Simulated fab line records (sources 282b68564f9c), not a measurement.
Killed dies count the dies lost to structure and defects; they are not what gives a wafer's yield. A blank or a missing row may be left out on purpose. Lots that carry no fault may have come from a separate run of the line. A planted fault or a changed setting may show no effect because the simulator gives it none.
fab line records | flow ritCmos
[record] lots = 6 | wafers = 18 | lastDay = 6
route steps=202 shown CONTACT@172 M1@184
lots untouched by any fault: they come from a run of this same line in which no faults occurred
startH: hours from the record's opening day to when the first of the lot's shown wafers began | waitH: hours from the lot's prior step to this one | " as in the row above | L1.1+2: several wafers, shown together as one row | - value missing, or start not given | * or withheld: withheld | < > ~ a bound
route shown NAME@n: names a module that has steps shown in the file, with the first one's number in the route | usual: mean/standard deviation of fault-free wafers | same: alike in all rows | chamber/n: place in a boat | sites: per-site readings | _std_site: the standard deviation of these | _edge_site: the outer-site mean with the inner-site mean subtracted | radiusMm: for every site, how far away it sits from the centre of the wafer | mask NAME#n: copy n | behind: the last tool/chamber to shape the wafer | hold: reason for holding the lot/hours on hold/outcome of the hold | device: whichever transistor did not switch (one of n, p or np) | end of line: at the end of the route, the tests of the same wafers | a step given without rows: its recipe and nothing more | killed: count of dies lost to structure and defects at first sort (not the wafer's yield) | map: a wafer's dies, x killed, . not, _ none there
set.NAME: the setting as run; set.NAME@STEP: as run at that earlier step | model.NAME: the simulator's own value behind a step, which no gauge read
lots at selected steps of the route; one table per step, one row per wafer
services: a tool's chamber out of use, with start hour (startH, from the record's first day; less than 0 if before it), hours out, and reason
[[steps]]
[step RIT_CONTACT_SOFTBAKE_04]
[recipe] resist = NOVOLAK | tempC = 90 | timeS = 60
[step RIT_CONTACT_EXPOSE_05]
[recipe] maskId = M11 | na = 0.6 | sourceShape = conventional | sigmaOuter = 0.5 | targetCdNm = 1000 | doseMj = 250
[step RIT_CONTACT_PEB_06]
[recipe] resist = NOVOLAK | tempC = withheld | timeS = withheld
[step RIT_CONTACT_DEVELOP_07]
[recipe] resist = NOVOLAK | developTimeS = 120 | devTempC = 23
[step RIT_CONTACT_CD_MEAS_08]
[recipe] targetCdNm = 1000
[usual] cdNm = 1000.4/2.3
lot.wafer | tool     | chamber | startH | waitH | cdNm
L540.1    | cdSem-02 | -       | 62.87  | -     | 999.4
L540.2    | "        | -       | "      | "     | 1000.5
L540.3    | "        | -       | "      | "     | 999.0
L541.1    | cdSem-02 | -       | 66.25  | -     | 997.6
L541.3    | "        | -       | "      | "     | 997.2
L541.4    | "        | -       | "      | "     | 998.7
L545.2    | cdSem-01 | -       | 86.18  | -     | 999.3
L545.3    | "        | -       | "      | "     | 997.6
L545.5    | "        | -       | "      | "     | 998.3
L547.1    | cdSem-02 | -       | 93.57  | -     | 997.4
L547.2    | "        | -       | "      | "     | 1000.9
L547.3    | "        | -       | "      | "     | 999.7
L557.1    | cdSem-02 | -       | 146.06 | -     | 1000.1
L557.4    | "        | -       | "      | "     | 1001.2
L557.6    | "        | -       | "      | "     | 1001.7
L558.1    | cdSem-02 | -       | 147.57 | -     | 1003.2
L558.5    | "        | -       | "      | "     | 1002.8
L558.6    | "        | -       | "      | "     | 1002.8
[step RIT_CONTACT_OVL_MEAS_09]
[usual] CONTACT_OVL = 0.2/1.2
lot.wafer | tool       | chamber | startH | waitH | CONTACT_OVL[nm]
L540.1    | overlay-01 | -       | 62.99  | 0.1   | -0.1
L540.2    | "          | -       | "      | "     | -0.5
L540.3    | "          | -       | "      | "     | 0.4
L541.1    | overlay-01 | -       | 66.37  | 0.1   | -1.0
L541.3    | "          | -       | "      | "     | -2.5
L541.4    | "          | -       | "      | "     | -1.1
L545.2    | overlay-01 | -       | 86.29  | 0.1   | 0.1
L545.3    | "          | -       | "      | "     | -0.4
L545.5    | "          | -       | "      | "     | 0.5
L547.1    | overlay-02 | -       | 93.69  | 0.1   | 0.1
L547.2    | "          | -       | "      | "     | 1.5
L547.3    | "          | -       | "      | "     | 1.0
L557.1    | overlay-01 | -       | 146.18 | 0.1   | 1.6
L557.4    | "          | -       | "      | "     | 2.1
L557.6    | "          | -       | "      | "     | 1.4
L558.1    | overlay-01 | -       | 147.69 | 0.1   | 1.2
L558.5    | "          | -       | "      | "     | 0.4
L558.6    | "          | -       | "      | "     | -1.3
[step RIT_CONTACT_HARDBAKE_10]
[recipe] resist = NOVOLAK | tempC = 140 | timeS = 60
[step RIT_CONTACT_ETCH_11]
[recipe] targetDepthA = 4800 | overEtchFrac = 0.2 | stopOn = TiSi2 | chemistry = CHF3/CF4/Ar | target = SiO2 | CHF3_flow_sccm = 50 | cf4FlowSccm = 10 | Ar_flow_sccm = 100 | O2_flow_sccm = 5 | pressureMtorr = 100 | rfW = 200 | timeS = 320
[usual] drypumpMotorCurrentA = 5.9/0.53 | oesProductAu = 0.990/0.016 | throttleValvePct = 8.81/0.15
lot.wafer | tool       | chamber | startH | waitH | drypumpMotorCurrentA | oesProductAu | rfHoursCounterH | throttleValvePct
L540.1    | rieDiel-03 | 0       | 63.18  | 0.1   | 6.7                  | 1.000        | 28              | 8.73
L540.2    | "          | 1       | "      | "     | 6.0                  | 0.984        | 3               | 8.66
L540.3    | "          | 3       | "      | "     | 6.3                  | 1.001        | 94              | 9.05
L541.1    | rieDiel-01 | 1       | 66.56  | 0.1   | 5.4                  | 0.984        | 10              | 8.59
L541.3    | "          | 3       | "      | "     | 6.4                  | 1.002        | 130             | 8.94
L541.4    | "          | 0       | "      | "     | 5.8                  | 0.969        | 45              | 8.93
L545.2    | rieDiel-04 | 3       | 86.72  | 0.1   | 6.0                  | 0.973        | 115             | 8.96
L545.3    | "          | 1       | "      | "     | 5.4                  | 1.014        | 133             | 8.88
L545.5    | "          | 3       | "      | "     | 6.0                  | 0.971        | -               | 8.94
L547.1    | rieDiel-03 | 2       | 93.88  | 0.1   | 5.8                  | 0.994        | 0               | 8.83
L547.2    | "          | 1       | "      | "     | 6.1                  | 0.975        | 4               | 8.65
L547.3    | "          | 0       | "      | "     | 6.7                  | 1.010        | 28              | 8.73
L557.1    | rieDiel-03 | 3       | 146.37 | 0.1   | 6.3                  | 0.994        | 96              | 9.03
L557.4    | "          | 1       | "      | "     | 6.1                  | 0.978        | 5               | 8.65
L557.6    | "          | 0       | "      | "     | 6.7                  | 1.002        | -               | 8.74
L558.1    | rieDiel-01 | 0       | 147.88 | 0.1   | 5.7                  | 0.971        | 47              | 8.90
L558.5    | "          | 3       | "      | "     | 6.4                  | 1.011        | -               | 8.92
L558.6    | "          | 1       | "      | "     | 5.4                  | 0.995        | -               | 8.61
[step RIT_CONTACT_STRIP_12]
[recipe] chemistry = O2 | timeS = 180 | resist = NOVOLAK | platenTempC = withheld | powerW = 500 | pressureMtorr = 4000 | o2FlowSccm = 4000
[usual] drypumpMotorCurrentA = 5.7/0.37
lot.wafer | tool           | chamber | startH | waitH | drypumpMotorCurrentA | rfHoursCounterH
L540.1    | plasmaAsher-03 | 0       | 63.37  | 0.1   | 5.8                  | 37
L540.2    | "              | 1       | "      | "     | 5.2                  | 37
L540.3    | "              | 0       | "      | "     | 5.8                  | -
L541.1    | plasmaAsher-03 | 1       | 66.76  | 0.1   | 5.2                  | 38
L541.3    | "              | 0       | "      | "     | 5.8                  | -
L541.4    | "              | 1       | "      | "     | 5.2                  | -
L545.2    | plasmaAsher-02 | 0       | 86.91  | 0.1   | 6.2                  | 30
L545.3    | "              | 0       | "      | "     | 6.2                  | -
L545.5    | "              | 0       | "      | "     | 6.2                  | -
L547.1    | plasmaAsher-01 | 1       | 94.07  | 0.1   | 6.0                  | 45
L547.2    | "              | 0       | "      | "     | 5.2                  | 45
L547.3    | "              | 1       | "      | "     | 6.0                  | -
L557.1    | plasmaAsher-02 | 0       | 146.56 | 0.1   | 6.2                  | 37
L557.4    | "              | 1       | "      | "     | 5.7                  | -
L557.6    | "              | 1       | "      | "     | 5.7                  | -
L558.1    | plasmaAsher-01 | 1       | 148.07 | 0.1   | 6.1                  | 2
L558.5    | "              | 0       | "      | "     | 5.2                  | -
L558.6    | "              | 1       | "      | "     | 6.1                  | -
[step RIT_CONTACT_CD_MEAS_90]
[recipe] targetCdNm = 1000
[usual] cdNm = 1000.3/2.4
lot.wafer | tool     | chamber | startH | waitH | cdNm
L540.1    | cdSem-01 | -       | 63.55  | 0.1   | 998.9
L540.2    | "        | -       | "      | "     | 1000.5
L540.3    | "        | -       | "      | "     | 998.4
L541.1    | cdSem-01 | -       | 66.93  | 0.1   | 997.9
L541.3    | "        | -       | "      | "     | 997.1
L541.4    | "        | -       | "      | "     | 998.6
L545.2    | cdSem-02 | -       | 87.10  | 0.1   | 998.7
L545.3    | "        | -       | "      | "     | 997.7
L545.5    | "        | -       | "      | "     | 998.3
L547.1    | cdSem-02 | -       | 94.25  | 0.1   | 997.3
L547.2    | "        | -       | "      | "     | 1001.0
L547.3    | "        | -       | "      | "     | 999.9
L557.1    | cdSem-01 | -       | 146.74 | 0.1   | 1000.3
L557.4    | "        | -       | "      | "     | 1001.4
L557.6    | "        | -       | "      | "     | 1002.0
L558.1    | cdSem-01 | -       | 148.25 | 0.1   | 1003.0
L558.5    | "        | -       | "      | "     | 1002.3
L558.6    | "        | -       | "      | "     | 1002.7
[step RIT_CONTACT_CLEAN_13]
[recipe] chemistry = SC1 | mix = 3:3:50 | timeS = 600 | tempC = 75
[step RIT_CONTACT_CLEAN_14]
[recipe] chemistry = SC2 | mix = 3:3:50 | timeS = 600 | tempC = 75 | dry = n2Spin
[step RIT_M1_SPUTTER_00]
[recipe] material = Al | targetThkNm = 400 | powerW = 2000 | chamberPressurePa = 0.4 | gas = Ar | timeS = 500 | substrateTempC = 25
[usual] throttleValvePct = 30.0/1.1
lot.wafer | tool          | chamber | startH | waitH | throttleValvePct | model.Al_of_M1_SPUTTER_00.thkNm
L540.1    | pvdSputter-03 | -       | 64.05  | 0.0   | 29.3             | 403.9
L540.2    | "             | -       | "      | "     | 28.8             | 400.4
L540.3    | "             | -       | "      | "     | 28.7             | 401.3
L541.1    | pvdSputter-01 | -       | 67.43  | 0.0   | 30.8             | 402.5
L541.3    | "             | -       | "      | "     | 29.7             | 397.6
L541.4    | "             | -       | "      | "     | 29.6             | 398.7
L545.2    | pvdSputter-03 | -       | 87.55  | 0.0   | 29.1             | 401.3
L545.3    | "             | -       | "      | "     | 32.4             | 448.5
L545.5    | "             | -       | "      | "     | 32.3             | 445.7
L547.1    | pvdSputter-03 | -       | 94.72  | 0.0   | 29.3             | 408.7
L547.2    | "             | -       | "      | "     | 32.5             | 451.7
L547.3    | "             | -       | "      | "     | 29.0             | 404.5
L557.1    | pvdSputter-02 | -       | 147.38 | 0.0   | 29.3             | 397.3
L557.4    | "             | -       | "      | "     | 31.7             | 395.8
L557.6    | "             | -       | "      | "     | 31.9             | 397.3
L558.1    | pvdSputter-01 | -       | 148.72 | 0.0   | 29.4             | 392.6
L558.5    | "             | -       | "      | "     | 29.5             | 391.9
L558.6    | "             | -       | "      | "     | 29.5             | 397.5
[step RIT_M1_RS_MEAS_01]
[recipe] thkMeasGauge = four-point-probe | reads = Al_of_M1_SPUTTER_00
[usual] M1_AL_RS = 0.0734/0.00079
lot.wafer | tool         | chamber | startH | waitH | M1_AL_RS[ohm/sq]
L540.1    | filmMetro-03 | -       | 64.35  | 0.1   | 0.0727
L540.2    | "            | -       | "      | "     | 0.0734
L540.3    | "            | -       | "      | "     | 0.0734
L541.1    | filmMetro-04 | -       | 67.73  | 0.1   | 0.0730
L541.3    | "            | -       | "      | "     | 0.0738
L541.4    | "            | -       | "      | "     | 0.0735
L545.2    | filmMetro-04 | -       | 87.87  | 0.2   | 0.0733
L545.3    | "            | -       | "      | "     | 0.0652
L545.5    | "            | -       | "      | "     | 0.0657
L547.1    | filmMetro-02 | -       | 95.01  | 0.1   | 0.0719
L547.2    | "            | -       | "      | "     | 0.0649
L547.3    | "            | -       | "      | "     | 0.0728
L557.1    | filmMetro-02 | -       | 147.68 | 0.1   | 0.0740
L557.4    | "            | -       | "      | "     | 0.0743
L557.6    | "            | -       | "      | "     | 0.0740
L558.1    | filmMetro-02 | -       | 149.01 | 0.1   | 0.0749
L558.5    | "            | -       | "      | "     | 0.0749
L558.6    | "            | -       | "      | "     | 0.0740
[step RIT_M1_THK_MEAS_02]
[recipe] thkMeasGauge = xrf | reads = Al_of_M1_SPUTTER_00
[usual] M1_AL_THK = 397/4.7
lot.wafer | tool         | chamber | startH | waitH | M1_AL_THK[nm]
L540.1    | filmMetro-03 | -       | 64.47  | 0.1   | 403
L540.2    | "            | -       | "      | "     | 399
L540.3    | "            | -       | "      | "     | 402
L541.1    | filmMetro-04 | -       | 67.85  | 0.1   | 400
L541.3    | "            | -       | "      | "     | 392
L541.4    | "            | -       | "      | "     | 397
L545.2    | filmMetro-04 | -       | 87.98  | 0.1   | 396
L545.3    | "            | -       | "      | "     | 441
L545.5    | "            | -       | "      | "     | 438
L547.1    | filmMetro-02 | -       | 95.13  | 0.1   | 406
L547.2    | "            | -       | "      | "     | 449
L547.3    | "            | -       | "      | "     | 402
L557.1    | filmMetro-02 | -       | 147.80 | 0.1   | 397
L557.4    | "            | -       | "      | "     | 392
L557.6    | "            | -       | "      | "     | 393
L558.1    | filmMetro-02 | -       | 149.13 | 0.1   | 389
L558.5    | "            | -       | "      | "     | 389
L558.6    | "            | -       | "      | "     | 397
[step RIT_M1_HMDS_03]
[recipe] primeTimeS = 60 | primeTempC = 140
[step RIT_M1_COAT_04]
[recipe] resist = NOVOLAK | spinRpm = 2000 | resistThkNm = 1300
[step RIT_M1_SOFTBAKE_05]
[recipe] resist = NOVOLAK | tempC = 90 | timeS = 60
[step RIT_M1_EXPOSE_06]
[recipe] maskId = M12 | na = 0.6 | sourceShape = conventional | sigmaOuter = 0.5 | targetCdNm = 2600 | doseMj = 250
[step RIT_M1_PEB_07]
[recipe] resist = NOVOLAK | tempC = withheld | timeS = withheld
[step RIT_M1_DEVELOP_08]
[recipe] resist = NOVOLAK | developTimeS = 68 | devTempC = 23
[step RIT_M1_CD_MEAS_09]
[recipe] targetCdNm = 2600
[usual] cdNm = 2600.4/2.1
lot.wafer | tool     | chamber | startH | waitH | cdNm
L540.1    | cdSem-02 | -       | 65.66  | -     | 2599.8
L540.2    | "        | -       | "      | "     | 2602.6
L540.3    | "        | -       | "      | "     | 2598.2
L541.1    | cdSem-02 | -       | 69.05  | -     | 2595.6
L541.3    | "        | -       | "      | "     | 2597.6
L541.4    | "        | -       | "      | "     | 2597.2
L545.2    | cdSem-01 | -       | 88.93  | -     | 2601.4
L545.3    | "        | -       | "      | "     | 2600.1
L545.5    | "        | -       | "      | "     | 2601.6
L547.1    | cdSem-02 | -       | 96.17  | -     | 2601.3
L547.2    | "        | -       | "      | "     | 2600.1
L547.3    | "        | -       | "      | "     | 2601.3
L557.1    | cdSem-02 | -       | 148.93 | -     | 2600.2
L557.4    | "        | -       | "      | "     | 2598.5
L557.6    | "        | -       | "      | "     | 2600.6
L558.1    | cdSem-02 | -       | 150.20 | -     | 2599.4
L558.5    | "        | -       | "      | "     | 2599.4
L558.6    | "        | -       | "      | "     | 2600.1
[step RIT_M1_OVL_MEAS_10]
[usual] M1_OVL = 0.9/1.5
lot.wafer | tool       | chamber | startH | waitH | M1_OVL[nm]
L540.1    | overlay-02 | -       | 65.78  | 0.1   | 1.7
L540.2    | "          | -       | "      | "     | 2.4
L540.3    | "          | -       | "      | "     | 1.4
L541.1    | overlay-02 | -       | 69.17  | 0.1   | 0.6
L541.3    | "          | -       | "      | "     | 0.8
L541.4    | "          | -       | "      | "     | 1.9
L545.2    | overlay-02 | -       | 89.03  | 0.1   | -1.7
L545.3    | "          | -       | "      | "     | -1.8
L545.5    | "          | -       | "      | "     | -1.5
L547.1    | overlay-02 | -       | 96.29  | 0.1   | 0.4
L547.2    | "          | -       | "      | "     | -0.8
L547.3    | "          | -       | "      | "     | -1.3
L557.1    | overlay-01 | -       | 149.05 | 0.1   | 1.6
L557.4    | "          | -       | "      | "     | 2.8
L557.6    | "          | -       | "      | "     | 1.4
L558.1    | overlay-02 | -       | 150.32 | 0.1   | -2.1
L558.5    | "          | -       | "      | "     | 1.5
L558.6    | "          | -       | "      | "     | 0.7
[step RIT_M1_HARDBAKE_11]
[recipe] resist = NOVOLAK | tempC = 140 | timeS = 120
[step RIT_M1_METAL_ETCH_12]
[recipe] stopOn = SiO2 | chemistry = Cl2/BCl3 | target = Al | timeS = 165 | overEtchFrac = 0.5 | pressureMtorr = 100 | targetDepthA = 6000 | rfW = 250 | Cl2_flow_sccm = 60 | bcl3FlowSccm = 50
[usual] drypumpMotorCurrentA = 5.8/0.47 | oesProductAu = 0.781/0.013 | throttleValvePct = 8.27/0.12
lot.wafer | tool        | chamber | startH | waitH | drypumpMotorCurrentA | oesProductAu | rfHoursCounterH | throttleValvePct
L540.1    | rieMetal-03 | 1       | 66.06  | 0.2   | 5.9                  | 0.782        | 0               | 8.11
L540.2    | "           | 0       | "      | "     | 6.5                  | 0.775        | 0               | 8.27
L540.3    | "           | 0       | "      | "     | 6.5                  | 0.782        | -               | 8.27
L541.1    | rieMetal-02 | 1       | 69.46  | 0.2   | 5.8                  | 0.789        | 4               | 8.19
L541.3    | "           | 0       | "      | "     | 5.1                  | 0.769        | -               | 8.28
L541.4    | "           | 1       | "      | "     | 5.8                  | 0.781        | -               | 8.19
L545.2    | rieMetal-04 | 0       | 89.31  | 0.2   | 5.4                  | 0.804        | 36              | 8.35
L545.3    | "           | 1       | "      | "     | 6.2                  | 0.850        | -               | 8.50
L545.5    | "           | 1       | "      | "     | 6.2                  | 0.850        | -               | 8.51
L547.1    | rieMetal-02 | 1       | 96.65  | 0.2   | 5.8                  | 0.795        | 4               | 8.17
L547.2    | "           | 0       | "      | "     | 5.1                  | 0.833        | 4               | 8.28
L547.3    | "           | 1       | "      | "     | 5.8                  | 0.788        | -               | 8.19
L557.1    | rieMetal-03 | 1       | 149.34 | 0.2   | 5.9                  | 0.775        | 1               | 8.11
L557.4    | "           | 1       | "      | "     | 5.9                  | 0.770        | -               | 8.13
L557.6    | "           | 1       | "      | "     | 5.9                  | 0.767        | -               | 8.11
L558.1    | rieMetal-02 | 0       | 150.61 | 0.2   | 5.1                  | 0.762        | 5               | 8.28
L558.5    | "           | 1       | "      | "     | 5.8                  | 0.771        | -               | 8.20
L558.6    | "           | 0       | "      | "     | 5.1                  | 0.772        | -               | 8.29
[step RIT_M1_STRIP_13]
[recipe] chemistry = nmp | resist = NOVOLAK | tempC = 80 | timeS = 600 | dry = n2Spin
[step RIT_M1_PROBE_99]
[usual] defectLimitedYield = 97.5/1.1 | killedAtContacts = 0.0/0.22 | killedAtFrontEnd = 6.5/2.8 | killedDies = 6.5/2.8 | killedOpen = 3.2/1.8 | killedShort = 3.3/2 | sort_bin_3_pad_short = 0.1/0.23 | sort_bin_5_function = 1.5/0.77 | sort_bin_6_memory = 0.9/0.6 | sortNPass = 257.5/2.8 | sortYieldPct = 97.5/1.1
[same] grossDies = 264 | killed_at_M0_to_M3 = 0 | killed_at_M4_up = 0 | killedAtBackSide = 0 | killedAtOther = 0
lot.wafer | tool      | chamber | startH | waitH | defectLimitedYield[%] | killedAtContacts | killedAtFrontEnd | killedDies | killedOpen | killedShort | sort_bin_3_pad_short[%] | sort_bin_5_function[%] | sort_bin_6_memory[%] | sortNPass | sortYieldPct[%] | model.etest.m1.rsOhmSq
L540.1    | prober-01 | -       | 68.39  | 0.1   | 96.2                  | 0                | 10               | 10         | 3          | 5           | 0.4                     | 3.0                    | 0.4                  | 254.0     | 96.2            | 0.07196
L540.2    | prober-01 | -       | 68.44  | 0.1   | 98.1                  | 0                | 5                | 5          | 3          | 2           | 0                       | 1.1                    | 0.8                  | 259.0     | 98.1            | 0.07269
L540.3    | prober-01 | -       | 68.49  | 0.2   | 98.5                  | 0                | 4                | 4          | 1          | 2           | 0.4                     | 1.1                    | 0                    | 260.0     | 98.5            | 0.07179
L541.1    | prober-02 | -       | 71.71  | 0.1   | 98.9                  | 0                | 3                | 3          | 2          | 1           | 0                       | 0.4                    | 0.8                  | 261.0     | 98.9            | 0.07198
L541.3    | prober-02 | -       | 71.81  | 0.2   | 98.1                  | 0                | 5                | 5          | 3          | 2           | 0                       | 1.1                    | 0.8                  | 259.0     | 98.1            | 0.0729
L541.4    | prober-02 | -       | 71.86  | 0.2   | 97.0                  | 0                | 8                | 8          | 1          | 7           | 0                       | 1.9                    | 1.1                  | 256.0     | 97.0            | 0.07283
L545.2    | prober-02 | -       | 91.62  | 0.1   | 97.7                  | 0                | 6                | 6          | 3          | 3           | 0                       | 1.5                    | 0.8                  | 258.0     | 97.7            | 0.07245
L545.3    | prober-02 | -       | 91.67  | 0.2   | 97.0                  | 0                | 8                | 8          | 2          | 6           | 0                       | 1.5                    | 1.5                  | 256.0     | 97.0            | 0.06458
L545.5    | prober-02 | -       | 91.77  | 0.2   | 97.7                  | 0                | 6                | 6          | 2          | 4           | 0                       | 1.1                    | 1.1                  | 258.0     | 97.7            | 0.06502
L547.1    | prober-02 | -       | 98.90  | 0.1   | 94.3                  | 0                | 15               | 15         | 6          | 9           | 0.8                     | 4.2                    | 0.8                  | 249.0     | 94.3            | 0.07078
L547.2    | prober-02 | -       | 98.95  | 0.1   | 93.9                  | 0                | 16               | 16         | 6          | 10          | 0                       | 4.2                    | 1.9                  | 248.0     | 93.9            | 0.06436
L547.3    | prober-02 | -       | 99.00  | 0.2   | 97.3                  | 0                | 7                | 7          | 6          | 1           | 0                       | 0.8                    | 1.9                  | 257.0     | 97.3            | 0.07212
L557.1    | prober-02 | -       | 151.59 | 0.1   | 98.1                  | 1                | 4                | 5          | 3          | 2           | 0                       | 1.1                    | 0.8                  | 259.0     | 98.1            | 0.07297
L557.4    | prober-02 | -       | 151.74 | 0.2   | 98.1                  | 0                | 5                | 5          | 3          | 2           | 0                       | 0.4                    | 1.5                  | 259.0     | 98.1            | 0.07371
L557.6    | prober-02 | -       | 151.84 | 0.2   | 96.6                  | 0                | 9                | 9          | 3          | 6           | 0.4                     | 2.7                    | 0.4                  | 255.0     | 96.6            | 0.07329
L558.1    | prober-01 | -       | 153.09 | 0.1   | 96.6                  | 0                | 9                | 9          | 6          | 3           | 0                       | 1.9                    | 1.5                  | 255.0     | 96.6            | 0.07397
L558.5    | prober-01 | -       | 153.29 | 0.2   | 96.6                  | 0                | 9                | 9          | 1          | 8           | 0                       | 1.5                    | 1.9                  | 255.0     | 96.6            | 0.07426
L558.6    | prober-01 | -       | 153.34 | 0.2   | 97.3                  | 1                | 6                | 7          | 6          | 1           | 0                       | 1.9                    | 0.8                  | 257.0     | 97.3            | 0.07287
// killed by level:class
L540.1 GATE:geometricParticle:short=3 FOX1:geometricParticle:open=2 SILICIDE:geometricParticle:short=2 PLDD:coatMicrobubblePrinted=2 SILICIDE:geometricParticle:open=1
L540.2 FOX1:geometricParticle:short=2 FOX1:geometricParticle:open=1 GATE:geometricParticle:open=1 SPACER:geometricParticle:open=1
L540.3 FOX1:geometricParticle:short=1 GATE:geometricParticle:open=1 REOX:geometricParticle:short=1 PLDD:coatMicrobubblePrinted=1
L541.1 FOX1:geometricParticle:open=1 REOX:geometricParticle:open=1 SILICIDE:geometricParticle:short=1
L541.3 GATE:geometricParticle:open=2 FOX2:geometricParticle:short=1 SILICIDE:geometricParticle:open=1 SILICIDE:geometricParticle:short=1
L541.4 GATE:geometricParticle:short=4 FOX1:geometricParticle:short=2 GATE:geometricParticle:open=1 SILICIDE:geometricParticle:short=1
L545.2 FOX2:geometricParticle:open=2 GATE:geometricParticle:short=2 FOX2:geometricParticle:short=1 SILICIDE:geometricParticle:open=1
L545.3 FOX2:geometricParticle:short=2 GATE:geometricParticle:short=2 SPACER:geometricParticle:short=2 FOX1:geometricParticle:open=1 SPACER:geometricParticle:open=1
L545.5 FOX1:geometricParticle:short=2 FOX2:geometricParticle:short=1 FOX2:geometricParticle:open=1 GATE:geometricParticle:open=1 SPACER:geometricParticle:short=1
L547.1 GATE:geometricParticle:short=5 FOX1:geometricParticle:short=3 GATE:geometricParticle:open=3 FOX1:geometricParticle:open=2 FOX2:geometricParticle:open=1 SILICIDE:geometricParticle:short=1
L547.2 GATE:geometricParticle:short=4 GATE:geometricParticle:open=3 SILICIDE:geometricParticle:short=3 FOX1:geometricParticle:open=1 FOX1:geometricParticle:short=1 FOX2:geometricParticle:open=1 FOX2:geometricParticle:short=1 SPACER:geometricParticle:open=1
L547.3 SILICIDE:geometricParticle:open=2 FOX1:geometricParticle:short=1 FOX1:geometricParticle:open=1 GATE:geometricParticle:open=1 REOX:geometricParticle:open=1 SPACER:geometricParticle:open=1
L557.1 GATE:geometricParticle:open=1 REOX:geometricParticle:open=1 SPACER:geometricParticle:short=1 SILICIDE:geometricParticle:open=1 CONTACT:geometricParticle:short=1
L557.4 GATE:geometricParticle:open=3 GATE:geometricParticle:short=1 SILICIDE:geometricParticle:short=1
L557.6 GATE:geometricParticle:short=4 FOX1:geometricParticle:short=1 FOX1:geometricParticle:open=1 GATE:geometricParticle:open=1 REOX:geometricParticle:open=1 REOX:geometricParticle:short=1
L558.1 FOX1:geometricParticle:open=2 FOX2:geometricParticle:open=2 GATE:geometricParticle:open=1 GATE:geometricParticle:short=1 REOX:geometricParticle:short=1 SPACER:geometricParticle:short=1 SILICIDE:geometricParticle:open=1
L558.5 FOX1:geometricParticle:short=4 GATE:geometricParticle:short=2 FOX2:geometricParticle:short=1 REOX:geometricParticle:open=1 SPACER:geometricParticle:short=1
L558.6 GATE:geometricParticle:open=3 FOX1:geometricParticle:open=1 FOX2:geometricParticle:short=1 REOX:geometricParticle:open=1 CONTACT:geometricParticle:open=1
[[services]]
tool           | chamber | startH | hours | kind
pvdSputter-01  | -       | 39.53  | 1.7   | repair
rieDiel-01     | 0       | 41.83  | 7.8   | repair
rieDiel-03     | 0       | 45.35  | 6.7   | repair
rieMetal-03    | -       | 46.15  | 15.6  | pm
rieDiel-04     | 2       | 48.29  | 8.3   | repair
rieMetal-04    | -       | 51.48  | 0.5   | repair
rieMetal-04    | -       | 52.35  | 0.3   | repair
rieDiel-03     | 2       | 61.42  | 4.9   | repair
rieDiel-03     | 2       | 66.33  | -     | clean
rieDiel-01     | -       | 71.71  | 2.8   | pm
plasmaAsher-01 | -       | 75.98  | 2.8   | pm
rieDiel-03     | 3       | 84.93  | 2.0   | repair
pvdSputter-01  | -       | 85.76  | 4.7   | repair
pvdSputter-02  | -       | 97.25  | 4.3   | repair
rieDiel-04     | 1       | 97.78  | 4.3   | repair
plasmaAsher-03 | -       | 102.96 | 1.5   | repair
plasmaAsher-01 | -       | 108.75 | 9.0   | pm
rieDiel-04     | -       | 113.32 | 0.3   | repair
rieDiel-03     | 2       | 118.76 | 4.0   | repair
plasmaAsher-02 | -       | 119.58 | 1.3   | repair
plasmaAsher-01 | -       | 123.57 | 7.8   | repair
pvdSputter-01  | -       | 129.02 | 2.0   | repair
rieMetal-04    | -       | 136.12 | 20.0  | pm
rieDiel-01     | 2       | 144.27 | 6.5   | repair
[[key]]
[firstSign] step = RIT_M1_RS_MEAS_01 | reading = M1_AL_RS | direction = down | sigmas = 10 | usual = 0.0734 | struck = 0.0653
[effect] step = RIT_M1_THK_MEAS_02 | reading = M1_AL_THK | direction = up | sigmas = 9.6 | usual = 397 | struck = 443
[effect] step = RIT_M1_METAL_ETCH_12 | reading = oesProductAu | direction = up | sigmas = 5.1 | usual = 0.781 | struck = 0.845
[modelEffect] step = RIT_M1_SPUTTER_00 | value = Al_of_M1_SPUTTER_00.thkNm | without = 400.6 | struck = 448.6
[modelEffect] step = RIT_M1_PROBE_99 | value = etest.m1.rsOhmSq | without = 0.0724 | struck = 0.06465
metAt RIT_M1_SPUTTER_00
struckWafers L545.3,L545.5,L547.2
[fault] kind = processParameterDrift | tool = pvdSputter-03 | chamber = - | onsetH = 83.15 | steps = RIT_M1_SPUTTER_00 | channel = targetThkNm | offset = 48 | shape = step | endH = 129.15 | actsIn = theseRecipesOnly | stated = 400 | scope = struckWafersOnly
